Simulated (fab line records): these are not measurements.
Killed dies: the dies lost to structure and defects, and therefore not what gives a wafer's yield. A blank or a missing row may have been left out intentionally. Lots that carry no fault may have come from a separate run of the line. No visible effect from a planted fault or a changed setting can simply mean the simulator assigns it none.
Which tool did it? || flow berkeley cmos170 || Sampling: 15 lots, 45 wafers, 2 of 331 route steps

## WHAT EACH GAUGE READ, for each wafer
UCB170_CONTACT_THK_MEAS_02.
{"lot": "L589", "measured": "day 7 14:46", "on": "film metro-02", "CONTACT_PSG_THK (nm)": "692 688 688"}
{"lot": "L590", "measured": "day 7 14:49", "on": "film metro-01", "CONTACT_PSG_THK (nm)": "697 702 700"}
{"lot": "L592", "measured": "day 8 00:19", "on": "film metro-04", "CONTACT_PSG_THK (nm)": "700 699 696"}
{"lot": "L594", "measured": "day 8 06:26", "on": "film metro-04", "CONTACT_PSG_THK (nm)": "705 697 698"}
{"lot": "L597", "measured": "day 8 15:55", "on": "film metro-02", "CONTACT_PSG_THK (nm)": "699 702 704"}
{"lot": "L598", "measured": "day 8 15:56", "on": "film metro-01", "CONTACT_PSG_THK (nm)": "692 694 696"}
{"lot": "L595", "measured": "day 8 18:23", "on": "film metro-04", "CONTACT_PSG_THK (nm)": "695 692 696"}
{"lot": "L596", "measured": "day 8 18:23", "on": "film metro-01", "CONTACT_PSG_THK (nm)": "697 697 696"}
{"lot": "L603", "measured": "day 10 07:25", "on": "film metro-01", "CONTACT_PSG_THK (nm)": "700 700 699"}
{"lot": "L605", "measured": "day 10 09:02", "on": "film metro-02", "CONTACT_PSG_THK (nm)": "711 712 709"}
{"lot": "L609", "measured": "day 11 02:41", "on": "film metro-02", "CONTACT_PSG_THK (nm)": "699 709 709"}
{"lot": "L608", "measured": "day 11 02:41", "on": "film metro-01", "CONTACT_PSG_THK (nm)": "695 696 703"}
{"lot": "L610", "measured": "day 11 02:41", "on": "film metro-04", "CONTACT_PSG_THK (nm)": "693 699 692"}
{"lot": "L607", "measured": "day 11 02:46", "on": "film metro-01", "CONTACT_PSG_THK (nm)": "709 708 714"}
{"lot": "L612", "measured": "day 11 19:03", "on": "film metro-04", "CONTACT_PSG_THK (nm)": "696 699 699"}

UCB170_M1_OVL_MEAS_10.
{"lot": "L589", "measured": "day 7 21:11", "on": "overlay-01", "M1_OVL (nm)": "-5 -3 -3"}
{"lot": "L590", "measured": "day 7 21:20", "on": "overlay-02", "M1_OVL (nm)": "4 9 5"}
{"lot": "L592", "measured": "day 8 04:46", "on": "overlay-01", "M1_OVL (nm)": "-8 -6 4"}
{"lot": "L594", "measured": "day 8 11:37", "on": "overlay-01", "M1_OVL (nm)": "-2 4 -1"}
{"lot": "L597", "measured": "day 8 22:19", "on": "overlay-01", "M1_OVL (nm)": "5 4 4"}
{"lot": "L598", "measured": "day 8 22:49", "on": "overlay-02", "M1_OVL (nm)": "2 -2 5"}
{"lot": "L595", "measured": "day 9 00:32", "on": "overlay-01", "M1_OVL (nm)": "1 4 4"}
{"lot": "L596", "measured": "day 9 00:47", "on": "overlay-01", "M1_OVL (nm)": "3 -4 -5"}
{"lot": "L603", "measured": "day 10 12:40", "on": "overlay-01", "M1_OVL (nm)": "2 2 6"}
{"lot": "L605", "measured": "day 10 14:31", "on": "overlay-02", "M1_OVL (nm)": "-1 3 -5"}
{"lot": "L609", "measured": "day 11 07:56", "on": "overlay-02", "M1_OVL (nm)": "-3 3 1"}
{"lot": "L608", "measured": "day 11 07:51", "on": "overlay-01", "M1_OVL (nm)": "6 -1 0"}
{"lot": "L610", "measured": "day 11 08:11", "on": "overlay-01", "M1_OVL (nm)": "1 0 -4"}
{"lot": "L607", "measured": "day 11 09:38", "on": "overlay-02", "M1_OVL (nm)": "2 1 0"}
{"lot": "L612", "measured": "day 11 23:42", "on": "overlay-01", "M1_OVL (nm)": "-1 -3 -3"}

## EACH LOT AND THE TOOL THAT RAN IT (in order: tool; ch and the chambers of the sampled wafers; start)
The record holds no process step before these readings.

## AS READ BY THE TOOLS THEMSELVES (means over the sampled wafers that have a number; for cases with no such wafer, the mark the record gives instead)
The record holds no such reading with a usual standard deviation.

## THE ANSWER, worked out from the rows above alone
Rule: what is usual is taken from the lots themselves. The widest of any qualifying gaps counts: lots, ordered by their means at a reading, are off when they make up no more than a third of the lots, leave a main group of 4 or more, and stand apart from it by 3 or more times the standard deviation of that group's means. A main group is skipped when, at the precision printed for the reading in the tables above, its means are all equal. Also off: a lot with no number at a reading for which 4 or more lots have one. Any other lot the step has rows for is counted as sound. The gauges are gone through in route order, then the tools' own readings, and for those a lot's mean is taken as printed above. The first step at which some lot is off is used, and at that step the reading that is off furthest; a lot without a number counts as furthest.
No lot is off on any of the readings shown, so nothing can be concluded from this.

## WHAT THE SIMULATOR PUT IN
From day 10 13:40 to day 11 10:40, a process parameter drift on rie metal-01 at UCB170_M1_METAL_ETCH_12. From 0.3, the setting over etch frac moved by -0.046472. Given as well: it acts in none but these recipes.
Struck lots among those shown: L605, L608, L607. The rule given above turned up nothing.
